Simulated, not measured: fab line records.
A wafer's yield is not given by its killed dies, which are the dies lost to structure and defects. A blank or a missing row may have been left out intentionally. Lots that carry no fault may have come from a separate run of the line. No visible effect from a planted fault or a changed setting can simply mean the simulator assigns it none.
fab line records + flow ritCmos
record
- lots=6
- wafers=18
- lastDay=7
route steps=202 shown GATE@83 M1@202
lots that met no fault: taken from a fault-free run of the same line
startH: hours from the record's first day to the start of the lot's first wafer shown + waitH: hours since the lot's step before + " same as the row above + L1.1+2: several wafers, shown together as one row + - no value, or no start given + * or withheld: withheld + < > ~ a bound
route shown NAME@n: a module of which the file shows steps, and the number in the route of the first + usual: average and standard deviation across the fault-free wafers + same: alike in all rows + chamber/n: place in a boat + sites: each site's reading + _std_site: the standard deviation of these + _edge_site: outer sites' mean less inner sites' + radiusMm: for every site, how far away it sits from the centre of the wafer + mask NAME#n: copy n + behind: the most recent tool/chamber to have shaped the wafer + hold: why the lot was held/for how many hours/how that ended + device: transistor that didn't switch, given as n, p or np + end of line: the same wafers' tests at the end of the route + where a step has no rows: the recipe by itself + killed: at the first sort, the dies lost to defects and structure; wafer yield is something else + map: shows each die of a wafer: x if killed, . if not, _ if none is there
set.NAME: the setting that was run; set.NAME@STEP: the one run at that earlier step + model.NAME: the simulator's own value behind a step, which no gauge read
lots at some steps of the route; a table a step, a row a wafer
services: the hour from which a tool's chamber was out of use, counted from the record's first day as startH (under 0 if before that day), plus the number of hours and why
## steps
# step RIT_GATE_THK_MEAS_07
# recipe
- reads=SiO2_of_GATE_OXIDATION_05
# usual
- GATE_OXIDE_THK=2.99/0.059
| lot.wafer | tool         | chamber | startH | waitH | GATE_OXIDE_THK[nm] |
|-----------|--------------|---------|--------|-------|--------------------|
| L693.1    | filmMetro-04 | -       | 58.87  | 0.0   | 3.04               |
| L693.2    | "            | -       | "      | "     | 2.98               |
| L693.6    | "            | -       | "      | "     | 3.02               |
| L695.1    | filmMetro-01 | -       | 69.02  | 0.0   | 2.99               |
| L695.3    | "            | -       | "      | "     | 2.95               |
| L695.4    | "            | -       | "      | "     | 2.96               |
| L706.2    | filmMetro-03 | -       | 122.64 | 0.0   | 2.97               |
| L706.3    | "            | -       | "      | "     | 2.89               |
| L706.4    | "            | -       | "      | "     | 3.02               |
| L707.3    | filmMetro-03 | -       | 124.30 | 0.0   | 2.96               |
| L707.4    | "            | -       | "      | "     | 2.89               |
| L707.5    | "            | -       | "      | "     | 2.91               |
| L709.3    | filmMetro-01 | -       | 138.37 | 0.0   | 2.98               |
| L709.5    | "            | -       | "      | "     | 3.03               |
| L709.6    | "            | -       | "      | "     | 3.00               |
| L712.1    | filmMetro-01 | -       | 153.39 | 0.0   | 3.01               |
| L712.2    | "            | -       | "      | "     | 2.97               |
| L712.4    | "            | -       | "      | "     | 3.01               |
# step RIT_GATE_CVD_08
# recipe
- material=poly-Si
- targetThkNm=250
- tempC=610
- precursor=SiH4
- timeS=2220
- pressureMtorr=300
- sih4FlowSccm=100
# step RIT_GATE_THK_MEAS_09
# recipe
- reads=poly-Si_of_GATE_CVD_08
# usual
- GATE_POLY_THK=250.9/2
| lot.wafer | tool         | chamber | startH | waitH | GATE_POLY_THK[nm] |
|-----------|--------------|---------|--------|-------|-------------------|
| L693.1    | filmMetro-04 | -       | 61.65  | 0.0   | 252.4             |
| L693.2    | "            | -       | "      | "     | 249.7             |
| L693.6    | "            | -       | "      | "     | 253.1             |
| L695.1    | filmMetro-04 | -       | 70.69  | 0.0   | 251.4             |
| L695.3    | "            | -       | "      | "     | 251.1             |
| L695.4    | "            | -       | "      | "     | 252.8             |
| L706.2    | filmMetro-04 | -       | 124.31 | 0.0   | 249.7             |
| L706.3    | "            | -       | "      | "     | 250.4             |
| L706.4    | "            | -       | "      | "     | 251.9             |
| L707.3    | filmMetro-03 | -       | 125.98 | 0.0   | 252.9             |
| L707.4    | "            | -       | "      | "     | 252.4             |
| L707.5    | "            | -       | "      | "     | 250.4             |
| L709.3    | filmMetro-03 | -       | 140.04 | 0.0   | 251.5             |
| L709.5    | "            | -       | "      | "     | 250.8             |
| L709.6    | "            | -       | "      | "     | 252.2             |
| L712.1    | filmMetro-01 | -       | 155.06 | 0.0   | 249.7             |
| L712.2    | "            | -       | "      | "     | 250.8             |
| L712.4    | "            | -       | "      | "     | 251.6             |
# step RIT_GATE_HMDS_10
# recipe
- primeTimeS=60
- primeTempC=140
# step RIT_GATE_COAT_11
# recipe
- resist=NOVOLAK
- spinRpm=4250
- resistThkNm=850
# step RIT_GATE_SOFTBAKE_12
# recipe
- resist=NOVOLAK
- tempC=90
- timeS=60
# step RIT_GATE_EXPOSE_13
# recipe
- maskId=M6
- na=0.6
- sourceShape=conventional
- sigmaOuter=0.6
- targetCdNm=150
- doseMj=380
# step RIT_GATE_PEB_14
# recipe
- resist=NOVOLAK
- tempC=withheld
- timeS=withheld
# step RIT_GATE_DEVELOP_15
# recipe
- resist=NOVOLAK
- developTimeS=50
- devTempC=23
# step RIT_GATE_CD_MEAS_16
# recipe
- targetCdNm=150
# usual
- cdNm=150.4/2.5
| lot.wafer | tool     | chamber | startH | waitH | cdNm  |
|-----------|----------|---------|--------|-------|-------|
| L693.1    | cdSem-01 | -       | 62.72  | -     | 151.0 |
| L693.2    | "        | -       | "      | "     | 151.7 |
| L693.6    | "        | -       | "      | "     | 149.3 |
| L695.1    | cdSem-01 | -       | 71.60  | -     | 149.8 |
| L695.3    | "        | -       | "      | "     | 154.0 |
| L695.4    | "        | -       | "      | "     | 152.1 |
| L706.2    | cdSem-01 | -       | 125.36 | -     | 146.7 |
| L706.3    | "        | -       | "      | "     | 149.1 |
| L706.4    | "        | -       | "      | "     | 147.4 |
| L707.3    | cdSem-01 | -       | 127.03 | -     | 152.8 |
| L707.4    | "        | -       | "      | "     | 154.1 |
| L707.5    | "        | -       | "      | "     | 154.3 |
| L709.3    | cdSem-01 | -       | 141.10 | -     | 144.5 |
| L709.5    | "        | -       | "      | "     | 146.0 |
| L709.6    | "        | -       | "      | "     | 147.4 |
| L712.1    | cdSem-02 | -       | 156.01 | -     | 155.1 |
| L712.2    | "        | -       | "      | "     | 151.9 |
| L712.4    | "        | -       | "      | "     | 150.9 |
# step RIT_GATE_OVL_MEAS_17
# usual
- GATE_OVL=0.8/1.6
| lot.wafer | tool       | chamber | startH | waitH | GATE_OVL[nm] |
|-----------|------------|---------|--------|-------|--------------|
| L693.1    | overlay-01 | -       | 62.84  | 0.1   | 1.6          |
| L693.2    | "          | -       | "      | "     | 2.6          |
| L693.6    | "          | -       | "      | "     | 0.2          |
| L695.1    | overlay-02 | -       | 71.72  | 0.1   | -0.6         |
| L695.3    | "          | -       | "      | "     | -2.5         |
| L695.4    | "          | -       | "      | "     | -3.1         |
| L706.2    | overlay-02 | -       | 125.46 | 0.1   | -0.6         |
| L706.3    | "          | -       | "      | "     | -2.5         |
| L706.4    | "          | -       | "      | "     | -3.5         |
| L707.3    | overlay-02 | -       | 127.12 | 0.1   | 1.7          |
| L707.4    | "          | -       | "      | "     | -1.1         |
| L707.5    | "          | -       | "      | "     | 0.6          |
| L709.3    | overlay-02 | -       | 141.19 | 0.1   | 0.6          |
| L709.5    | "          | -       | "      | "     | -1.1         |
| L709.6    | "          | -       | "      | "     | 1.0          |
| L712.1    | overlay-02 | -       | 156.13 | 0.1   | 0.1          |
| L712.2    | "          | -       | "      | "     | 1.4          |
| L712.4    | "          | -       | "      | "     | 0.7          |
# step RIT_GATE_HARDBAKE_18
# recipe
- resist=NOVOLAK
- tempC=140
- timeS=60
# step RIT_GATE_ETCH_19
# recipe
- chemistry=SF6/CHF3/O2
- timeS=165
- SF6_flow_sccm=30
- CHF3_flow_sccm=30
- O2_flow_sccm=5
- target=poly-Si
- pressureMtorr=40
- rfW=160
- targetDepthA=3125
- overEtchFrac=0.25
- stopOn=SiO2
# usual
- CHF3_flow_sccm=29.99/0.083
- drypumpMotorCurrentA=5.7/0.37
- oesProductAu=0.847/0.0086
- throttleValvePct=10.26/0.12
# same
- timeS=165
| lot.wafer | tool     | chamber | startH | waitH | CHF3_flow_sccm | drypumpMotorCurrentA | oesProductAu | rfHoursCounterH | throttleValvePct | model.NOVOLAK_of_GATE_COAT_11.thkNm |
|-----------|----------|---------|--------|-------|----------------|----------------------|--------------|-----------------|------------------|-------------------------------------|
| L693.1    | rieSi-01 | 3       | 63.02  | 0.1   | 30.03          | 6.1                  | 0.859        | 1               | 10.35            | 679.9                               |
| L693.2    | "        | 1       | "      | "     | 29.85          | 5.1                  | 0.846        | 2               | 10.27            | 683.2                               |
| L693.6    | "        | 0       | "      | "     | 30.05          | 5.9                  | 0.849        | -               | 10.32            | 680                                 |
| L695.1    | rieSi-01 | 1       | 71.91  | 0.1   | 29.97          | 5.1                  | 0.864        | 2               | 10.27            | 676.7                               |
| L695.3    | "        | 3       | "      | "     | 30.12          | 6.0                  | 0.850        | 1               | 10.33            | 674.3                               |
| L695.4    | "        | 0       | "      | "     | 30.07          | 5.9                  | 0.851        | -               | 10.31            | 677.3                               |
| L706.2    | rieSi-02 | 0       | 125.64 | 0.1   | 29.83          | 5.2                  | 0.838        | 18              | 10.50            | 670.2                               |
| L706.3    | "        | 2       | "      | "     | 29.98          | 6.1                  | 0.839        | 2               | 10.12            | 669.7                               |
| L706.4    | "        | 3       | "      | "     | 29.90          | 5.5                  | 0.846        | 3               | 10.25            | 671.3                               |
| L707.3    | rieSi-01 | 2       | 127.30 | 0.1   | 29.98          | 5.8                  | 0.845        | 0               | 10.09            | 675                                 |
| L707.4    | "        | 3       | "      | "     | 29.97          | 6.1                  | 0.845        | 2               | 10.33            | 675.1                               |
| L707.5    | "        | 1       | "      | "     | 29.85          | 5.1                  | 0.854        | -               | 10.29            | 679.8                               |
| L709.3    | rieSi-01 | 1       | 141.37 | 0.1   | 29.98          | 5.1                  | 0.859        | 3               | 10.27            | 673.7                               |
| L709.5    | "        | 2       | "      | "     | 30.02          | 5.9                  | 0.845        | -               | 10.08            | 669                                 |
| L709.6    | "        | 1       | "      | "     | 30.10          | 5.1                  | 0.865        | -               | 10.27            | 671.9                               |
| L712.1    | rieSi-02 | 0       | 156.32 | 0.1   | 29.96          | 5.2                  | 0.842        | 18              | 10.50            | 667.5                               |
| L712.2    | "        | 2       | "      | "     | 30.05          | 6.1                  | 0.845        | 2               | 10.12            | 670.5                               |
| L712.4    | "        | 3       | "      | "     | 30.06          | 5.6                  | 0.850        | 3               | 10.25            | 669.1                               |
# step RIT_GATE_STRIP_20
# recipe
- chemistry=O2
- timeS=180
- resist=NOVOLAK
- platenTempC=withheld
- powerW=500
- pressureMtorr=4000
- o2FlowSccm=4000
# usual
- drypumpMotorCurrentA=5.5/0.56
# same
- timeS=180
| lot.wafer | tool           | chamber | startH | waitH | drypumpMotorCurrentA | rfHoursCounterH |
|-----------|----------------|---------|--------|-------|----------------------|-----------------|
| L693.1    | plasmaAsher-03 | 1       | 63.13  | 0.1   | 5.5                  | 41              |
| L693.2    | "              | 0       | "      | "     | 5.3                  | 41              |
| L693.6    | "              | 1       | "      | "     | 5.5                  | -               |
| L695.1    | plasmaAsher-01 | 0       | 72.02  | 0.1   | 4.9                  | 29              |
| L695.3    | "              | 0       | "      | "     | 4.9                  | -               |
| L695.4    | "              | 1       | "      | "     | 6.4                  | -               |
| L706.2    | plasmaAsher-02 | 0       | 125.75 | 0.1   | 5.4                  | 49              |
| L706.3    | "              | 1       | "      | "     | 5.1                  | -               |
| L706.4    | "              | 0       | "      | "     | 5.4                  | -               |
| L707.3    | plasmaAsher-02 | 0       | 127.46 | 0.1   | 5.4                  | -               |
| L707.4    | "              | 1       | "      | "     | 5.1                  | -               |
| L707.5    | "              | 0       | "      | "     | 5.4                  | -               |
| L709.3    | plasmaAsher-02 | 1       | 141.53 | 0.1   | 5.1                  | -               |
| L709.5    | "              | 1       | "      | "     | 5.1                  | -               |
| L709.6    | "              | 0       | "      | "     | 5.4                  | -               |
| L712.1    | plasmaAsher-01 | 1       | 156.43 | 0.1   | 6.4                  | 39              |
| L712.2    | "              | 0       | "      | "     | 4.9                  | 39              |
| L712.4    | "              | 1       | "      | "     | 6.4                  | -               |
# step RIT_M1_PROBE_99
# usual
- killed_at_M0_to_M3=0.0/0.2
- killedAtFrontEnd=6/3.1
- killedDies=6/3.1
- killedOpen=2.9/2
- killedShort=3.3/2
# same
- grossDies=264
- killed_at_M4_up=0
- killedAtBackSide=0
- killedAtContacts=0
- killedAtOther=0
| lot.wafer | tool      | chamber | startH | waitH | killed_at_M0_to_M3 | killedAtFrontEnd | killedDies | killedOpen | killedShort | model.etest.polyCombOverSteps.leakLog10AUm |
|-----------|-----------|---------|--------|-------|--------------------|------------------|------------|------------|-------------|--------------------------------------------|
| L693.1    | prober-02 | -       | 82.65  | 0.1   | 0                  | 12               | 12         | 7          | 5           | -12.05                                     |
| L693.2    | prober-02 | -       | 82.70  | 0.1   | 0                  | 7                | 7          | 5          | 2           | -10.87                                     |
| L693.6    | prober-02 | -       | 82.90  | 0.2   | 0                  | 14               | 14         | 7          | 7           | -11.2                                      |
| L695.1    | prober-02 | -       | 95.53  | 0.1   | 0                  | 6                | 6          | 3          | 3           | -10.39                                     |
| L695.3    | prober-02 | -       | 95.63  | 0.2   | 0                  | 6                | 6          | 3          | 3           | -12.19                                     |
| L695.4    | prober-02 | -       | 95.68  | 0.2   | 0                  | 5                | 5          | 2          | 3           | -10.59                                     |
| L706.2    | prober-01 | -       | 146.38 | 0.1   | 0                  | 8                | 8          | 3          | 5           | -12.85                                     |
| L706.3    | prober-01 | -       | 146.43 | 0.2   | 1                  | 7                | 8          | 3          | 5           | -12.71                                     |
| L706.4    | prober-01 | -       | 146.48 | 0.2   | 0                  | 6                | 6          | 2          | 4           | -12.86                                     |
| L707.3    | prober-02 | -       | 148.48 | 0.2   | 0                  | 3                | 3          | 1          | 2           | -12.7                                      |
| L707.4    | prober-02 | -       | 148.53 | 0.2   | 0                  | 4                | 4          | 1          | 3           | -12.74                                     |
| L707.5    | prober-02 | -       | 148.58 | 0.2   | 0                  | 2                | 2          | 0          | 2           | -12.33                                     |
| L709.3    | prober-02 | -       | 161.87 | 0.2   | 0                  | 11               | 11         | 7          | 4           | -12.73                                     |
| L709.5    | prober-02 | -       | 161.97 | 0.2   | 0                  | 9                | 9          | 5          | 4           | -12.78                                     |
| L709.6    | prober-02 | -       | 162.02 | 0.2   | 0                  | 9                | 9          | 3          | 6           | -12.89                                     |
| L712.1    | prober-01 | -       | 176.13 | 0.1   | 0                  | 13               | 13         | 4          | 9           | -12.75                                     |
| L712.2    | prober-01 | -       | 176.18 | 0.1   | 0                  | 8                | 8          | 4          | 4           | -12.69                                     |
| L712.4    | prober-01 | -       | 176.28 | 0.2   | 0                  | 5                | 5          | 3          | 2           | -12.88                                     |
# killed by level:class
L693.1 GATE:geometricParticle:short=4 FOX1:geometricParticle:open=3 GATE:geometricParticle:open=3 FOX1:geometricParticle:short=1 SPACER:geometricParticle:open=1
L693.2 SILICIDE:geometricParticle:open=2 FOX1:geometricParticle:short=1 FOX1:geometricParticle:open=1 GATE:geometricParticle:open=1 REOX:geometricParticle:open=1 SILICIDE:geometricParticle:short=1
L693.6 SILICIDE:geometricParticle:short=4 FOX1:geometricParticle:open=3 GATE:geometricParticle:short=2 FOX1:geometricParticle:short=1 FOX2:geometricParticle:open=1 GATE:geometricParticle:open=1 REOX:geometricParticle:open=1 SILICIDE:geometricParticle:open=1
L695.1 FOX1:geometricParticle:short=2 GATE:geometricParticle:open=2 GATE:geometricParticle:short=1 SPACER:geometricParticle:open=1
L695.3 REOX:geometricParticle:open=2 FOX1:geometricParticle:short=1 GATE:geometricParticle:short=1 SPACER:geometricParticle:open=1 SILICIDE:geometricParticle:short=1
L695.4 GATE:geometricParticle:open=2 SILICIDE:geometricParticle:short=2 FOX2:geometricParticle:short=1
L706.2 GATE:geometricParticle:open=2 REOX:geometricParticle:short=2 SPACER:geometricParticle:short=2 SILICIDE:geometricParticle:open=1 SILICIDE:geometricParticle:short=1
L706.3 FOX1:geometricParticle:short=2 REOX:geometricParticle:short=2 SILICIDE:geometricParticle:open=2 SPACER:geometricParticle:open=1 M1:geometricParticle:short=1
L706.4 FOX2:geometricParticle:open=1 GATE:geometricParticle:short=1 REOX:geometricParticle:short=1 SPACER:geometricParticle:open=1 SPACER:geometricParticle:short=1 SILICIDE:geometricParticle:short=1
L707.3 FOX1:geometricParticle:short=1 GATE:geometricParticle:open=1 SILICIDE:geometricParticle:short=1
L707.4 GATE:geometricParticle:open=1 GATE:geometricParticle:short=1 REOX:geometricParticle:short=1 SILICIDE:geometricParticle:short=1
L707.5 SILICIDE:geometricParticle:short=2
L709.3 FOX1:geometricParticle:open=2 GATE:geometricParticle:open=2 SILICIDE:geometricParticle:open=2 FOX1:geometricParticle:short=1 GATE:geometricParticle:short=1 REOX:geometricParticle:open=1 REOX:geometricParticle:short=1 SILICIDE:geometricParticle:short=1
L709.5 FOX1:geometricParticle:open=2 GATE:geometricParticle:open=2 REOX:geometricParticle:short=2 GATE:geometricParticle:short=1 SPACER:geometricParticle:open=1 SILICIDE:geometricParticle:short=1
L709.6 GATE:geometricParticle:short=3 REOX:geometricParticle:open=2 FOX1:geometricParticle:short=1 GATE:geometricParticle:open=1 SPACER:geometricParticle:short=1 SILICIDE:geometricParticle:short=1
L712.1 SPACER:geometricParticle:short=3 SILICIDE:geometricParticle:short=3 GATE:geometricParticle:short=2 REOX:geometricParticle:open=2 FOX1:geometricParticle:open=1 FOX1:geometricParticle:short=1 SPACER:geometricParticle:open=1
L712.2 FOX1:geometricParticle:short=2 GATE:geometricParticle:short=2 FOX2:geometricParticle:open=1 GATE:geometricParticle:open=1 SPACER:geometricParticle:open=1 SILICIDE:geometricParticle:open=1
L712.4 FOX2:geometricParticle:open=3 GATE:geometricParticle:short=1 SPACER:geometricParticle:short=1
## services
| tool           | chamber | startH | hours | kind          |
|----------------|---------|--------|-------|---------------|
| rieSi-01       | 2       | 43.65  | 7.9   | repair        |
| rieSi-01       | 2       | 56.10  | -     | clean         |
| rieSi-01       | 2       | 56.10  | 19.0  | scheduledDown |
| rieSi-01       | 2       | 56.10  | 19.0  | ventCycle     |
| plasmaAsher-02 | -       | 71.80  | 14.6  | pm            |
| plasmaAsher-03 | -       | 88.64  | 1.2   | repair        |
| plasmaAsher-03 | -       | 108.75 | 9.0   | pm            |
| plasmaAsher-03 | 0       | 108.75 | 9.0   | ventCycle     |
| plasmaAsher-03 | 1       | 108.75 | 9.0   | ventCycle     |
| rieSi-02       | 0       | 111.18 | 7.0   | repair        |
| plasmaAsher-03 | 0       | 117.75 | -     | clean         |
| plasmaAsher-03 | 1       | 117.75 | -     | clean         |
| rieSi-01       | 3       | 151.07 | 4.9   | repair        |
## key
firstSign none at tools or gauges
modelEffect
- step=RIT_GATE_ETCH_19
- value=NOVOLAK_of_GATE_COAT_11.thkNm
- without=674.1
- struck=678.6
modelEffect
- step=RIT_M1_PROBE_99
- value=etest.polyCombOverSteps.leakLog10AUm
- without=-12.75
- struck=-11.21
metAt RIT_GATE_ETCH_19
struckWafers L693.1,L693.2,L693.6,L695.1,L695.3,L695.4
testerLeftOut L693,L695
fault
- kind=processParameterDrift
- tool=rieSi-01
- chamber=-
- onsetH=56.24
- steps=RIT_GATE_ETCH_19
- channel=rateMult
- offset=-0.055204
- shape=step
- endH=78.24
# testerLeftOut: of these lots the tester's yield and bins aren't shown, on N5 and GAA mostly nor the transistor test; their killed dies are dies lost to structure and defects alone, not to doping, threshold or leakage, so they don't give the yield
